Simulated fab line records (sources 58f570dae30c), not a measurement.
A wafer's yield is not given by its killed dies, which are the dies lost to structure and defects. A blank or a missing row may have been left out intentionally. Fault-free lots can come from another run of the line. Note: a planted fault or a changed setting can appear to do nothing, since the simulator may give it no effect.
A lot that was struck, set against a sound lot ; flow berkeley_cmos170 ; 14 out of 331 route steps
Sound: the wafers L729.1, L729.3, L729.6. Wafers struck: L718.1, L718.4, L718.5. Last of all comes the cause.
Per side, at each step with rows, come the tool, then ch with its chambers, and then its first start. Under that, the readings that differ: sound wafers ; struck wafers ; difference of the means ; sigmas: that difference in standard deviations of wafers without a fault.
alike: same words and numbers on both sides, and readings whose means sit less than 2 such deviations apart. not compared: any withheld reading, any reading some wafer has no value for, any bound like >300 that may hide the same value, and any number with overlapping values for which the record gives no deviation.
Wherever a step has rows on one side only, a row that says differs or no value, or a row with sigmas, the two part there. Non-overlapping numbers with no deviation appear without sigmas and do not part them. A reading missing from all wafers of one side parts the sides only when that side holds two or more wafers.

first, 1 step without rows for these wafers: UCB170_PLDD_DEVELOP_05 (develop time 45 s).
UCB170_PLDD_CD_MEAS_06 targets a cd of 1200 nm.
  sound: cd_sem-01 at day 11 02:45; struck: cd_sem-01 at day 8 01:16
  alike: cd_nm
UCB170_PLDD_OVL_MEAS_07:
  sound: overlay-02 at day 11 02:52; struck: overlay-01 at day 8 01:23
reading;sound;struck;difference;sigmas
PLDD_OVL (nm);-13 -8 -16;1 -4 3;+12;+2
then, 2 steps without rows for these wafers: UCB170_PLDD_IMPLANT_08; UCB170_PLDD_IMPLANT_09.
UCB170_PLDD_STRIP_10: strips in O2.
  sound on plasma_asher-03 ch 0,1, day 11 03:13; struck on plasma_asher-01 ch 0,1, day 8 01:43
reading;sound;struck;difference;sigmas
drypump_motor_current_A (A);6.06 6.04 6.08;5.63 5.46 5.47;-0.54;-2
  alike: oes_product_au, strip_time_to_endpoint_s
  not compared: rf_hours_counter_h
UCB170_PLDD_TW_MEAS_11:
  sound: film_metro-04 at day 11 03:19; struck: film_metro-01 at day 8 01:49
  alike: PLDD_TW
then, 5 steps without rows for these wafers: UCB170_PLDD_CLEAN_12 (cleans in SPM, time 600 s); UCB170_NLDD_HMDS_00 (prime time 60 s); UCB170_NLDD_COAT_01 (resist thk 900 nm); UCB170_NLDD_SOFTBAKE_02 (time 60 s); UCB170_NLDD_EXPOSE_03 (exposes mask NSELECT, target cd 1200 nm).
UCB170_NLDD_PEB_04:
  sound on litho_track-02 ch 0, day 11 04:16; struck on litho_track-02, day 8 02:54
  no value came back on the struck wafers for chill_plate_temp_C (C), exhaust_pa (Pa); on the sound wafers chill_plate_temp_C (C) reads 22.97 22.95 23.22
then, 1 step without rows for these wafers: UCB170_NLDD_DEVELOP_05 (develop time 45 s).

## WHERE THEY PART
At UCB170_PLDD_OVL_MEAS_07 first; at UCB170_NLDD_PEB_04 last (within this record only).

WHY: what the simulator had put in
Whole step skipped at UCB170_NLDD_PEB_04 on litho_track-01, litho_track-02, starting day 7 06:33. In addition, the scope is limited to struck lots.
